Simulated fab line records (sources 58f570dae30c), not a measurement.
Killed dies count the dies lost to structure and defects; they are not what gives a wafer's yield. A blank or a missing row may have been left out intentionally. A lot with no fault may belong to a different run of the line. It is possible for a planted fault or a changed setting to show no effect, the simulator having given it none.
fab line records || flow berkeley_cmos170
record {"lots": 5, "wafers": 23}
route steps=331 shown M3@322
start_h: hours from the record's first day to the start of the lot's first wafer shown || wait_h: time in hours since the lot's previous step || " same as the row above || L1.1+2: a single row standing in for several wafers || - no value, or no start was given || * or withheld: withheld || < > ~ a bound
route shown NAME@n: NAME is a module with steps in the file, n the number in the route of the first one || usual: mean/standard deviation taken from wafers without a fault || same: alike in all rows || chamber/n: place in a boat || sites: each site's reading || _std_site: their standard deviation || _edge_site: outer sites' mean less inner sites' || radius_mm: for every site, how far away it sits from the centre of the wafer || mask NAME#n: copy n || behind: tool/chamber where the wafer was last shaped || hold: what put the lot on hold/how long, in hours/how the hold closed || device: the n, p or np transistor that did not switch || end of line: tests of these same wafers at the route's end || a step given without rows: its recipe and nothing more || killed: not the wafer's yield, but the dies lost to structure and defects at the first sort || map: a wafer's dies, marking killed ones x, the rest . and places with no die _
set.NAME: the setting that was run; set.NAME@STEP: the one run at that earlier step || model.NAME: the simulator's own value behind a step, which no gauge read
lots run with intentionally changed settings; tables by step, rows by wafer
## steps
# step UCB170_M3_PEB_13
# recipe {"peb_temp_c": 130, "peb_time_s": "withheld", "resist": "KrF"}
{"lot.wafer": "L076.1+2+3", "tool": "litho_track-04", "chamber": 0, "start_h": 195.26, "wait_h": 0.1, "set.peb_temp_c": 130}
{"lot.wafer": "L076.4+5", "tool": "litho_track-04", "chamber": 0, "start_h": 195.26, "wait_h": 0.1, "set.peb_temp_c": 128.3}
{"lot.wafer": "L078.1+5+6", "tool": "litho_track-01", "chamber": 0, "start_h": 210.17, "wait_h": 0.1, "set.peb_temp_c": 132.9}
{"lot.wafer": "L078.2+4", "tool": "litho_track-01", "chamber": 0, "start_h": 210.17, "wait_h": 0.1, "set.peb_temp_c": 130}
{"lot.wafer": "L080.1+2+4+5+6", "tool": "litho_track-04", "chamber": 0, "start_h": 228.38, "wait_h": 0.1, "set.peb_temp_c": 130}
{"lot.wafer": "L082.1+4+6", "tool": "litho_track-02", "chamber": 0, "start_h": 238.89, "wait_h": 0.8, "set.peb_temp_c": 130}
{"lot.wafer": "L083.1+2+3+5+6", "tool": "litho_track-02", "chamber": 0, "start_h": 240.20, "wait_h": 0.3, "set.peb_temp_c": 130}
# step UCB170_M3_DEVELOP_14
# recipe {"developer": "TMAH", "develop_time_s": 45, "resist": "KrF", "dev_temp_c": 21}
# step UCB170_M3_CD_MEAS_15
# recipe {"target_cd_nm": 700}
# usual {"cd_nm": "699.9/1.4"}
{"lot.wafer": "L076.1", "tool": "cd_sem-02", "chamber": "-", "start_h": 195.53, "wait_h": "-", "set.peb_temp_c@M3_PEB_13": 130, "cd_nm": 700.5}
{"lot.wafer": "L076.2", "tool": "cd_sem-02", "chamber": "-", "start_h": 195.53, "wait_h": "-", "set.peb_temp_c@M3_PEB_13": 130, "cd_nm": 699.9}
{"lot.wafer": "L076.3", "tool": "cd_sem-02", "chamber": "-", "start_h": 195.53, "wait_h": "-", "set.peb_temp_c@M3_PEB_13": 130, "cd_nm": 699.4}
{"lot.wafer": "L076.4", "tool": "cd_sem-02", "chamber": "-", "start_h": 195.53, "wait_h": "-", "set.peb_temp_c@M3_PEB_13": 128.3, "cd_nm": 712.0}
{"lot.wafer": "L076.5", "tool": "cd_sem-02", "chamber": "-", "start_h": 195.53, "wait_h": "-", "set.peb_temp_c@M3_PEB_13": 128.3, "cd_nm": 711.5}
{"lot.wafer": "L078.1", "tool": "cd_sem-01", "chamber": "-", "start_h": 210.44, "wait_h": "-", "set.peb_temp_c@M3_PEB_13": 132.9, "cd_nm": 681.1}
{"lot.wafer": "L078.2", "tool": "cd_sem-01", "chamber": "-", "start_h": 210.44, "wait_h": "-", "set.peb_temp_c@M3_PEB_13": 130, "cd_nm": 698.5}
{"lot.wafer": "L078.4", "tool": "cd_sem-01", "chamber": "-", "start_h": 210.44, "wait_h": "-", "set.peb_temp_c@M3_PEB_13": 130, "cd_nm": 698.9}
{"lot.wafer": "L078.5", "tool": "cd_sem-01", "chamber": "-", "start_h": 210.44, "wait_h": "-", "set.peb_temp_c@M3_PEB_13": 132.9, "cd_nm": 682.3}
{"lot.wafer": "L078.6", "tool": "cd_sem-01", "chamber": "-", "start_h": 210.44, "wait_h": "-", "set.peb_temp_c@M3_PEB_13": 132.9, "cd_nm": 680.7}
{"lot.wafer": "L080.1", "tool": "cd_sem-02", "chamber": "-", "start_h": 228.65, "wait_h": "-", "set.peb_temp_c@M3_PEB_13": 130, "cd_nm": 700.7}
{"lot.wafer": "L080.2", "tool": "cd_sem-02", "chamber": "-", "start_h": 228.65, "wait_h": "-", "set.peb_temp_c@M3_PEB_13": 130, "cd_nm": 700.2}
{"lot.wafer": "L080.4", "tool": "cd_sem-02", "chamber": "-", "start_h": 228.65, "wait_h": "-", "set.peb_temp_c@M3_PEB_13": 130, "cd_nm": 700.3}
{"lot.wafer": "L080.5", "tool": "cd_sem-02", "chamber": "-", "start_h": 228.65, "wait_h": "-", "set.peb_temp_c@M3_PEB_13": 130, "cd_nm": 703.1}
{"lot.wafer": "L080.6", "tool": "cd_sem-02", "chamber": "-", "start_h": 228.65, "wait_h": "-", "set.peb_temp_c@M3_PEB_13": 130, "cd_nm": 702.6}
{"lot.wafer": "L082.1", "tool": "cd_sem-02", "chamber": "-", "start_h": 239.17, "wait_h": "-", "set.peb_temp_c@M3_PEB_13": 130, "cd_nm": 699.6}
{"lot.wafer": "L082.4", "tool": "cd_sem-02", "chamber": "-", "start_h": 239.17, "wait_h": "-", "set.peb_temp_c@M3_PEB_13": 130, "cd_nm": 699.3}
{"lot.wafer": "L082.6", "tool": "cd_sem-02", "chamber": "-", "start_h": 239.17, "wait_h": "-", "set.peb_temp_c@M3_PEB_13": 130, "cd_nm": 698.4}
{"lot.wafer": "L083.1", "tool": "cd_sem-02", "chamber": "-", "start_h": 240.47, "wait_h": "-", "set.peb_temp_c@M3_PEB_13": 130, "cd_nm": 698.5}
{"lot.wafer": "L083.2", "tool": "cd_sem-02", "chamber": "-", "start_h": 240.47, "wait_h": "-", "set.peb_temp_c@M3_PEB_13": 130, "cd_nm": 697.7}
{"lot.wafer": "L083.3", "tool": "cd_sem-02", "chamber": "-", "start_h": 240.47, "wait_h": "-", "set.peb_temp_c@M3_PEB_13": 130, "cd_nm": 699.2}
{"lot.wafer": "L083.5", "tool": "cd_sem-02", "chamber": "-", "start_h": 240.47, "wait_h": "-", "set.peb_temp_c@M3_PEB_13": 130, "cd_nm": 697.7}
{"lot.wafer": "L083.6", "tool": "cd_sem-02", "chamber": "-", "start_h": 240.47, "wait_h": "-", "set.peb_temp_c@M3_PEB_13": 130, "cd_nm": 699.2}
# step UCB170_M3_ETCH_17
# recipe {"chemistry": "N2/H2", "target_depth_a": "withheld", "overetch_a": "withheld", "target": "BARC", "time_s": "withheld", "source_w": 500, "bias_w": 100, "pressure_mtorr": 30, "n2_flow_sccm": 100, "h2_flow_sccm": 200}
{"lot.wafer": "L076.1", "tool": "rie_diel-01", "chamber": 0, "start_h": 195.69, "wait_h": 0.0, "set.peb_temp_c@M3_PEB_13": 130, "model.M3.cd_nm": 699.4}
{"lot.wafer": "L076.2", "tool": "rie_diel-01", "chamber": 2, "start_h": 195.69, "wait_h": 0.0, "set.peb_temp_c@M3_PEB_13": 130, "model.M3.cd_nm": 700}
{"lot.wafer": "L076.3", "tool": "rie_diel-01", "chamber": 3, "start_h": 195.69, "wait_h": 0.0, "set.peb_temp_c@M3_PEB_13": 130, "model.M3.cd_nm": 700.9}
{"lot.wafer": "L076.4", "tool": "rie_diel-01", "chamber": 2, "start_h": 195.69, "wait_h": 0.0, "set.peb_temp_c@M3_PEB_13": 128.3, "model.M3.cd_nm": 711.9}
{"lot.wafer": "L076.5", "tool": "rie_diel-01", "chamber": 0, "start_h": 195.69, "wait_h": 0.0, "set.peb_temp_c@M3_PEB_13": 128.3, "model.M3.cd_nm": 711.5}
{"lot.wafer": "L078.1", "tool": "rie_diel-02", "chamber": 0, "start_h": 210.60, "wait_h": 0.0, "set.peb_temp_c@M3_PEB_13": 132.9, "model.M3.cd_nm": 681.7}
{"lot.wafer": "L078.2", "tool": "rie_diel-02", "chamber": 1, "start_h": 210.60, "wait_h": 0.0, "set.peb_temp_c@M3_PEB_13": 130, "model.M3.cd_nm": 698.9}
{"lot.wafer": "L078.4", "tool": "rie_diel-02", "chamber": 3, "start_h": 210.60, "wait_h": 0.0, "set.peb_temp_c@M3_PEB_13": 130, "model.M3.cd_nm": 698.4}
{"lot.wafer": "L078.5", "tool": "rie_diel-02", "chamber": 0, "start_h": 210.60, "wait_h": 0.0, "set.peb_temp_c@M3_PEB_13": 132.9, "model.M3.cd_nm": 683}
{"lot.wafer": "L078.6", "tool": "rie_diel-02", "chamber": 1, "start_h": 210.60, "wait_h": 0.0, "set.peb_temp_c@M3_PEB_13": 132.9, "model.M3.cd_nm": 680.5}
{"lot.wafer": "L080.1", "tool": "rie_diel-04", "chamber": 1, "start_h": 228.81, "wait_h": 0.0, "set.peb_temp_c@M3_PEB_13": 130, "model.M3.cd_nm": 702}
{"lot.wafer": "L080.2", "tool": "rie_diel-04", "chamber": 3, "start_h": 228.81, "wait_h": 0.0, "set.peb_temp_c@M3_PEB_13": 130, "model.M3.cd_nm": 699.2}
{"lot.wafer": "L080.4", "tool": "rie_diel-04", "chamber": 0, "start_h": 228.81, "wait_h": 0.0, "set.peb_temp_c@M3_PEB_13": 130, "model.M3.cd_nm": 700.4}
{"lot.wafer": "L080.5", "tool": "rie_diel-04", "chamber": 3, "start_h": 228.81, "wait_h": 0.0, "set.peb_temp_c@M3_PEB_13": 130, "model.M3.cd_nm": 702.4}
{"lot.wafer": "L080.6", "tool": "rie_diel-04", "chamber": 2, "start_h": 228.81, "wait_h": 0.0, "set.peb_temp_c@M3_PEB_13": 130, "model.M3.cd_nm": 702.6}
{"lot.wafer": "L082.1", "tool": "rie_diel-02", "chamber": 2, "start_h": 239.32, "wait_h": 0.0, "set.peb_temp_c@M3_PEB_13": 130, "model.M3.cd_nm": 699.8}
{"lot.wafer": "L082.4", "tool": "rie_diel-02", "chamber": 3, "start_h": 239.32, "wait_h": 0.0, "set.peb_temp_c@M3_PEB_13": 130, "model.M3.cd_nm": 699.4}
{"lot.wafer": "L082.6", "tool": "rie_diel-02", "chamber": 1, "start_h": 239.32, "wait_h": 0.0, "set.peb_temp_c@M3_PEB_13": 130, "model.M3.cd_nm": 698.3}
{"lot.wafer": "L083.1", "tool": "rie_diel-04", "chamber": 2, "start_h": 240.63, "wait_h": 0.0, "set.peb_temp_c@M3_PEB_13": 130, "model.M3.cd_nm": 698.7}
{"lot.wafer": "L083.2", "tool": "rie_diel-04", "chamber": 3, "start_h": 240.63, "wait_h": 0.0, "set.peb_temp_c@M3_PEB_13": 130, "model.M3.cd_nm": 697.4}
{"lot.wafer": "L083.3", "tool": "rie_diel-04", "chamber": 0, "start_h": 240.63, "wait_h": 0.0, "set.peb_temp_c@M3_PEB_13": 130, "model.M3.cd_nm": 699.3}
{"lot.wafer": "L083.5", "tool": "rie_diel-04", "chamber": 0, "start_h": 240.63, "wait_h": 0.0, "set.peb_temp_c@M3_PEB_13": 130, "model.M3.cd_nm": 698.1}
{"lot.wafer": "L083.6", "tool": "rie_diel-04", "chamber": 1, "start_h": 240.63, "wait_h": 0.0, "set.peb_temp_c@M3_PEB_13": 130, "model.M3.cd_nm": 700}
# step UCB170_M3_METAL_ETCH_18
# recipe {"chemistry": "Cl2/BCl3", "target": "Al", "stop_on": "SiO2", "pressure_mtorr": 12, "target_depth_a": 11700, "over_etch_frac": 0.3, "time_s": 195, "icp_w": 600, "bias_w": 120, "Cl2_flow_sccm": 90, "bcl3_flow_sccm": 45}
{"lot.wafer": "L076.1", "tool": "rie_metal-02", "chamber": 0, "start_h": 195.73, "wait_h": "-", "set.peb_temp_c@M3_PEB_13": 130, "model.M3.cd_nm": 696}
{"lot.wafer": "L076.2", "tool": "rie_metal-02", "chamber": 1, "start_h": 195.73, "wait_h": "-", "set.peb_temp_c@M3_PEB_13": 130, "model.M3.cd_nm": 700.8}
{"lot.wafer": "L076.3", "tool": "rie_metal-02", "chamber": 0, "start_h": 195.73, "wait_h": "-", "set.peb_temp_c@M3_PEB_13": 130, "model.M3.cd_nm": 698.8}
{"lot.wafer": "L076.4", "tool": "rie_metal-02", "chamber": 1, "start_h": 195.73, "wait_h": "-", "set.peb_temp_c@M3_PEB_13": 128.3, "model.M3.cd_nm": 708.5}
{"lot.wafer": "L076.5", "tool": "rie_metal-02", "chamber": 1, "start_h": 195.73, "wait_h": "-", "set.peb_temp_c@M3_PEB_13": 128.3, "model.M3.cd_nm": 709.7}
{"lot.wafer": "L078.1", "tool": "rie_metal-01", "chamber": 0, "start_h": 210.64, "wait_h": "-", "set.peb_temp_c@M3_PEB_13": 132.9, "model.M3.cd_nm": 678.8}
{"lot.wafer": "L078.2", "tool": "rie_metal-01", "chamber": 1, "start_h": 210.64, "wait_h": "-", "set.peb_temp_c@M3_PEB_13": 130, "model.M3.cd_nm": 700.1}
{"lot.wafer": "L078.4", "tool": "rie_metal-01", "chamber": 0, "start_h": 210.64, "wait_h": "-", "set.peb_temp_c@M3_PEB_13": 130, "model.M3.cd_nm": 694.9}
{"lot.wafer": "L078.5", "tool": "rie_metal-01", "chamber": 1, "start_h": 210.64, "wait_h": "-", "set.peb_temp_c@M3_PEB_13": 132.9, "model.M3.cd_nm": 683.1}
{"lot.wafer": "L078.6", "tool": "rie_metal-01", "chamber": 0, "start_h": 210.64, "wait_h": "-", "set.peb_temp_c@M3_PEB_13": 132.9, "model.M3.cd_nm": 675.2}
{"lot.wafer": "L080.1", "tool": "rie_metal-02", "chamber": 1, "start_h": 228.85, "wait_h": "-", "set.peb_temp_c@M3_PEB_13": 130, "model.M3.cd_nm": 701}
{"lot.wafer": "L080.2", "tool": "rie_metal-02", "chamber": 0, "start_h": 228.85, "wait_h": "-", "set.peb_temp_c@M3_PEB_13": 130, "model.M3.cd_nm": 698.9}
{"lot.wafer": "L080.4", "tool": "rie_metal-02", "chamber": 0, "start_h": 228.85, "wait_h": "-", "set.peb_temp_c@M3_PEB_13": 130, "model.M3.cd_nm": 700.4}
{"lot.wafer": "L080.5", "tool": "rie_metal-02", "chamber": 1, "start_h": 228.85, "wait_h": "-", "set.peb_temp_c@M3_PEB_13": 130, "model.M3.cd_nm": 699.8}
{"lot.wafer": "L080.6", "tool": "rie_metal-02", "chamber": 0, "start_h": 228.85, "wait_h": "-", "set.peb_temp_c@M3_PEB_13": 130, "model.M3.cd_nm": 701.9}
{"lot.wafer": "L082.1", "tool": "rie_metal-04", "chamber": 1, "start_h": 239.37, "wait_h": "-", "set.peb_temp_c@M3_PEB_13": 130, "model.M3.cd_nm": 700}
{"lot.wafer": "L082.4", "tool": "rie_metal-04", "chamber": 1, "start_h": 239.37, "wait_h": "-", "set.peb_temp_c@M3_PEB_13": 130, "model.M3.cd_nm": 696.6}
{"lot.wafer": "L082.6", "tool": "rie_metal-04", "chamber": 1, "start_h": 239.37, "wait_h": "-", "set.peb_temp_c@M3_PEB_13": 130, "model.M3.cd_nm": 695.2}
{"lot.wafer": "L083.1", "tool": "rie_metal-02", "chamber": 0, "start_h": 240.67, "wait_h": "-", "set.peb_temp_c@M3_PEB_13": 130, "model.M3.cd_nm": 699}
{"lot.wafer": "L083.2", "tool": "rie_metal-02", "chamber": 1, "start_h": 240.67, "wait_h": "-", "set.peb_temp_c@M3_PEB_13": 130, "model.M3.cd_nm": 695.9}
{"lot.wafer": "L083.3", "tool": "rie_metal-02", "chamber": 1, "start_h": 240.67, "wait_h": "-", "set.peb_temp_c@M3_PEB_13": 130, "model.M3.cd_nm": 697.3}
{"lot.wafer": "L083.5", "tool": "rie_metal-02", "chamber": 1, "start_h": 240.67, "wait_h": "-", "set.peb_temp_c@M3_PEB_13": 130, "model.M3.cd_nm": 696.5}
{"lot.wafer": "L083.6", "tool": "rie_metal-02", "chamber": 0, "start_h": 240.67, "wait_h": "-", "set.peb_temp_c@M3_PEB_13": 130, "model.M3.cd_nm": 698.9}
# step UCB170_M3_STRIP_19
# recipe {"chemistry": "O2", "power_w": 400, "pressure_mtorr": 3500, "platen_temp_c": "withheld", "o2_flow_sccm": 400, "overash_fraction": 0.5}
# step UCB170_M3_CD_MEAS_90
# recipe {"target_cd_nm": 700}
# usual {"cd_nm": "698.9/2.6"}
{"lot.wafer": "L076.1", "tool": "cd_sem-02", "chamber": "-", "start_h": 196.02, "wait_h": 0.1, "set.peb_temp_c@M3_PEB_13": 130, "cd_nm": 695.6}
{"lot.wafer": "L076.2", "tool": "cd_sem-02", "chamber": "-", "start_h": 196.02, "wait_h": 0.1, "set.peb_temp_c@M3_PEB_13": 130, "cd_nm": 701.0}
{"lot.wafer": "L076.3", "tool": "cd_sem-02", "chamber": "-", "start_h": 196.02, "wait_h": 0.1, "set.peb_temp_c@M3_PEB_13": 130, "cd_nm": 698.6}
{"lot.wafer": "L076.4", "tool": "cd_sem-02", "chamber": "-", "start_h": 196.02, "wait_h": 0.1, "set.peb_temp_c@M3_PEB_13": 128.3, "cd_nm": 708.8}
{"lot.wafer": "L076.5", "tool": "cd_sem-02", "chamber": "-", "start_h": 196.02, "wait_h": 0.1, "set.peb_temp_c@M3_PEB_13": 128.3, "cd_nm": 709.6}
{"lot.wafer": "L078.1", "tool": "cd_sem-01", "chamber": "-", "start_h": 210.93, "wait_h": 0.1, "set.peb_temp_c@M3_PEB_13": 132.9, "cd_nm": 679.0}
{"lot.wafer": "L078.2", "tool": "cd_sem-01", "chamber": "-", "start_h": 210.93, "wait_h": 0.1, "set.peb_temp_c@M3_PEB_13": 130, "cd_nm": 700.1}
{"lot.wafer": "L078.4", "tool": "cd_sem-01", "chamber": "-", "start_h": 210.93, "wait_h": 0.1, "set.peb_temp_c@M3_PEB_13": 130, "cd_nm": 694.8}
{"lot.wafer": "L078.5", "tool": "cd_sem-01", "chamber": "-", "start_h": 210.93, "wait_h": 0.1, "set.peb_temp_c@M3_PEB_13": 132.9, "cd_nm": 683.3}
{"lot.wafer": "L078.6", "tool": "cd_sem-01", "chamber": "-", "start_h": 210.93, "wait_h": 0.1, "set.peb_temp_c@M3_PEB_13": 132.9, "cd_nm": 675.2}
{"lot.wafer": "L080.1", "tool": "cd_sem-01", "chamber": "-", "start_h": 229.14, "wait_h": 0.1, "set.peb_temp_c@M3_PEB_13": 130, "cd_nm": 700.7}
{"lot.wafer": "L080.2", "tool": "cd_sem-01", "chamber": "-", "start_h": 229.14, "wait_h": 0.1, "set.peb_temp_c@M3_PEB_13": 130, "cd_nm": 699.0}
{"lot.wafer": "L080.4", "tool": "cd_sem-01", "chamber": "-", "start_h": 229.14, "wait_h": 0.1, "set.peb_temp_c@M3_PEB_13": 130, "cd_nm": 700.5}
{"lot.wafer": "L080.5", "tool": "cd_sem-01", "chamber": "-", "start_h": 229.14, "wait_h": 0.1, "set.peb_temp_c@M3_PEB_13": 130, "cd_nm": 700.0}
{"lot.wafer": "L080.6", "tool": "cd_sem-01", "chamber": "-", "start_h": 229.14, "wait_h": 0.1, "set.peb_temp_c@M3_PEB_13": 130, "cd_nm": 702.0}
{"lot.wafer": "L082.1", "tool": "cd_sem-02", "chamber": "-", "start_h": 239.65, "wait_h": 0.1, "set.peb_temp_c@M3_PEB_13": 130, "cd_nm": 700.3}
{"lot.wafer": "L082.4", "tool": "cd_sem-02", "chamber": "-", "start_h": 239.65, "wait_h": 0.1, "set.peb_temp_c@M3_PEB_13": 130, "cd_nm": 696.6}
{"lot.wafer": "L082.6", "tool": "cd_sem-02", "chamber": "-", "start_h": 239.65, "wait_h": 0.1, "set.peb_temp_c@M3_PEB_13": 130, "cd_nm": 695.4}
{"lot.wafer": "L083.1", "tool": "cd_sem-01", "chamber": "-", "start_h": 240.96, "wait_h": 0.1, "set.peb_temp_c@M3_PEB_13": 130, "cd_nm": 698.8}
{"lot.wafer": "L083.2", "tool": "cd_sem-01", "chamber": "-", "start_h": 240.96, "wait_h": 0.1, "set.peb_temp_c@M3_PEB_13": 130, "cd_nm": 696.3}
{"lot.wafer": "L083.3", "tool": "cd_sem-01", "chamber": "-", "start_h": 240.96, "wait_h": 0.1, "set.peb_temp_c@M3_PEB_13": 130, "cd_nm": 697.0}
{"lot.wafer": "L083.5", "tool": "cd_sem-01", "chamber": "-", "start_h": 240.96, "wait_h": 0.1, "set.peb_temp_c@M3_PEB_13": 130, "cd_nm": 696.3}
{"lot.wafer": "L083.6", "tool": "cd_sem-01", "chamber": "-", "start_h": 240.96, "wait_h": 0.1, "set.peb_temp_c@M3_PEB_13": 130, "cd_nm": 699.1}
## key
split {"step": "UCB170_M3_PEB_13", "setting": "peb_temp_c", "stated": 130, "by": "wafer"}
response {"step": "UCB170_M3_CD_MEAS_15", "reading": "cd_nm", "change": -8.09, "per": "1%", "r": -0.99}
response {"step": "UCB170_M3_ETCH_17", "reading": "model.M3.cd_nm", "change": -7.93, "per": "1%", "r": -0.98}
response {"step": "UCB170_M3_METAL_ETCH_18", "reading": "model.M3.cd_nm", "change": -8.22, "per": "1%", "r": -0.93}
response {"step": "UCB170_M3_CD_MEAS_90", "reading": "cd_nm", "change": -8.2, "per": "1%", "r": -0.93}
